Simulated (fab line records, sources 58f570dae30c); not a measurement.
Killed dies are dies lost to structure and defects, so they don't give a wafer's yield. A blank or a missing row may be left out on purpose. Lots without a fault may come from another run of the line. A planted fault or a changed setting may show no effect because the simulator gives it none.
Chamber matching | flow berkeley_cmos170 | UCB170_GATE_ETCH_14 on rie_diel-02: 4 sister chambers
The step etches BARC in N2/H2. 8 wafers are shown with their chamber, then 8 later ones without.

WAFERS WITH THEIR CHAMBER
wafer  | chamber | drypump_motor_current_A (A) | throttle_valve_pct (%)
L745.4 | 0       | 5.8                         | 13.33
L745.6 | 3       | 4.9                         | 13.26
L754.4 | 1       | 5.0                         | 13.55
L754.5 | 3       | 4.9                         | 13.28
L755.1 | 2       | 6.2                         | 13.45
L755.3 | 0       | 5.7                         | 13.34
L755.5 | 1       | 5.0                         | 13.55
L760.1 | 2       | 6.2                         | 13.46

WAFERS WITHOUT THEIR CHAMBER
wafer  | drypump_motor_current_A (A) | throttle_valve_pct (%)
L760.3 | 4.9                         | 13.26
L760.4 | 5.0                         | 13.55
L759.2 | 6.2                         | 13.45
L759.5 | 6.2                         | 13.46
L759.6 | 4.9                         | 13.28
L761.2 | 5.8                         | 13.33
L761.3 | 5.0                         | 13.55
L761.6 | 5.8                         | 13.33

WHICH CHAMBER EACH WENT THROUGH
wafer  | from the rows above | in truth
L760.3 | 3                   | 3
L760.4 | 1                   | 1
L759.2 | 2                   | 2
L759.5 | 2                   | 2
L759.6 | 3                   | 3
L761.2 | 0                   | 0
L761.3 | 1                   | 1
L761.6 | 0                   | 0
Placed correctly: 8 of 8. Can't be placed from these rows: 0. Placed wrongly: 0.
How it was worked out, from the rows above alone: a wafer's distance from a chamber is the root of the sum, over the readings, of the square of ((its reading less the chamber's mean) divided by the reading's scatter). The wafer belongs to the nearest chamber; if the next one is less than 2 further off, it can't be placed. A chamber's mean is the mean of its shown wafers. The scatter: the root of (the sum of the squares of (reading less its chamber's mean) over the shown wafers, divided by (wafers less chambers)).
